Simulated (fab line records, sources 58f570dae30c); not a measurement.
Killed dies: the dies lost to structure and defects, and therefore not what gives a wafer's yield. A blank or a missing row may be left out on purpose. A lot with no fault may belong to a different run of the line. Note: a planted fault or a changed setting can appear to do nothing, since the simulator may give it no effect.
Problem report, 8D (eight disciplines) form, completed by code | flow berkeley cmos170 | the parts of the form that need people (team, actions taken, sign-off) are left out

## 1. WHAT IS WRONG
heater power total W at UCB170_PVT_SOFTBAKE_02 reads a mean of 58.98 W on 6 wafers of 2 lots; wafers without a fault read 56.80 W with a standard deviation of 0.043. That puts it +51 standard deviations away from the usual mean.
The step: time 60 s.
The first sign was on wafer L129.2 at day 7 01:24, on litho track-02. The record has a number at this step for 36 wafers belonging to 12 lots. Rule for "out", or "out of limits": more than 4 standard deviations from the usual mean. All remaining wafers that have a number are taken as sound.

## 2. WHAT THIS IS AND IS NOT
question                    | is                                 | is not
which readings at this step | heater power total W, run length s | -
which lots                  | L129, L132                         | L124, L125, L126, L137, L138, L140, L143, L144, L145, L146
which wafers of those lots  | all that have a number             | -
read on which tools         | litho track-02                     | litho track-03, litho track-04
when                        | from day 7 01:24                   | up to then (9 sound wafers); but 21 sound wafers of L137, L138, L140, L143, L144, L145, L146 came after

## 3. SUSPECTS, AND WHAT RULES EACH OUT
Counting: a tool at a process step up to the reading stays a suspect if it ran every lot that is out and no sound lot after the first of them.
- litho track-02 at UCB170_PVT_SOFTBAKE_02 (time 60 s): kept. All lots that are out passed through it, beginning with L129 at day 7 01:24, and no sound lot followed; its final sound lot before that point was L126 at day 6 05:10. Its own heater power total W, run length s readings are out on those wafers.
Left after counting: litho track-02 at UCB170_PVT_SOFTBAKE_02.

## 4. THE CAUSE (what the simulator had put in)
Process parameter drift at UCB170_PVT_SOFTBAKE_02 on litho track-02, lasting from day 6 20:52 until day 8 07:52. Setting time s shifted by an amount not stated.
After counting, this tool was the only one left.

## 5. THE EFFECT CHAIN, in route order
Rows list readings where the struck wafers' mean (over those with a number) sits beyond 3 standard deviations from the usual. Readings are gone through only where the record gives a usual standard deviation; hours: the median, over the lots, of the time from a lot's start at the first step in this table giving one to that lot's start at this step; sigmas: the change measured in usual standard deviations.
hours | step                   | reading              | usual   | on struck wafers | change | sigmas
0     | UCB170_PVT_SOFTBAKE_02 | heater power total W | 56.80 W | 58.98            | +2.18  | +51
0     | UCB170_PVT_SOFTBAKE_02 | run length s         | 89.2 s  | 81.1             | -8.1   | -26
It contains these process steps:
- UCB170_PVT_SOFTBAKE_02: time 60 s.
Later steps that measure or inspect, where all struck wafers having a row at the step show a number for every such reading and not one has moved that far: UCB170_GATE_THK_MEAS_02.

## 6. WHAT WOULD HAVE CAUGHT IT SOONER
First out-of-limits reading in this record: day 7 01:24, which is 5 hours after fault onset at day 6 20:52.
